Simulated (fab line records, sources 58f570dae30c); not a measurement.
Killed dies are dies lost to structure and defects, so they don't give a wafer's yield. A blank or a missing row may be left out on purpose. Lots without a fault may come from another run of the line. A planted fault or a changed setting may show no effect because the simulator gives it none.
A struck lot beside a sound one | flow berkeley_cmos170 | 14 steps out of a route of 331
Sound: wafers L925.1, L925.2, L925.6. Struck: wafers L940.1, L940.2, L940.4. The cause comes at the end.
At each step with rows: each side's tool, then ch and its chambers, then its first start. Under that, the readings that differ: sound wafers | struck wafers | difference of the means | sigmas: that difference in standard deviations of wafers without a fault.
alike: readings whose means differ by less than 2 such deviations, and words and numbers that are the same on both sides. not compared: withheld readings, readings that some wafer has no value for, bounds like >300 that may hide the same value, and numbers for which the record gives no deviation and whose values overlap.
The two part at a step that has a row with sigmas, a row that says differs or no value, or rows on one side only. Numbers that don't overlap but have no deviation are shown without sigmas and don't part them. A reading that every wafer of one side lacks parts them only if that side has two wafers or more.

first, 1 step without rows for these wafers: UCB170_FIELD_WET_ETCH_06 (etches SiO2 in BOE, time 22 s).
UCB170_FIELD_THK_MEAS_90:
  sound on film_metro-02, day 6 04:26; struck on film_metro-03, day 9 04:31
  alike: FIELD_OXIDE_LEFT_1_THK
then, 2 steps without rows for these wafers: UCB170_SACOX_CLEAN_00 (cleans in dHF, time 7.5 s); UCB170_SACOX_OXIDATION_01 (target thk 14.4 nm, ox time 2400 s).
UCB170_SACOX_THK_MEAS_02:
  sound on film_metro-02, day 6 10:08; struck on film_metro-04, day 9 09:19
  alike: SACOX_OXIDE_THK
then, 2 steps without rows for these wafers: UCB170_SCREENOX_WET_ETCH_00 (etches SiO2 in dHF, time 200 s); UCB170_SCREENOX_OXIDATION_01 (target thk 14.4 nm, ox time 2400 s).
UCB170_SCREENOX_THK_MEAS_02:
  sound on film_metro-01, day 6 17:29; struck on film_metro-01, day 9 18:55
  alike: SCREENOX_OXIDE_THK
then, 4 steps without rows for these wafers: UCB170_SCREENOX_ANNEAL_03 (time 900 s); UCB170_NVT_HMDS_00 (prime time 60 s); UCB170_NVT_COAT_01 (resist thk 900 nm); UCB170_NVT_SOFTBAKE_02 (time 60 s).
UCB170_NVT_EXPOSE_03: exposes mask PWELL, target cd 3000 nm.
  sound on krf_scanner-01 ch 0, day 7 00:19; struck on krf_scanner-02, day 10 03:00
  no value came back on the struck wafers for exposure_dose_mJ_cm2, focus_offset_nm (nm), na, stage_vel_mm_s (mm/s); on the sound wafers exposure_dose_mJ_cm2 reads 30.04 30.02 30.01
  alike: mask
then, 1 step without rows for these wafers: UCB170_NVT_PEB_04.

WHERE THEY PART
Only at UCB170_NVT_EXPOSE_03, within this record.

WHY: what the simulator had put in
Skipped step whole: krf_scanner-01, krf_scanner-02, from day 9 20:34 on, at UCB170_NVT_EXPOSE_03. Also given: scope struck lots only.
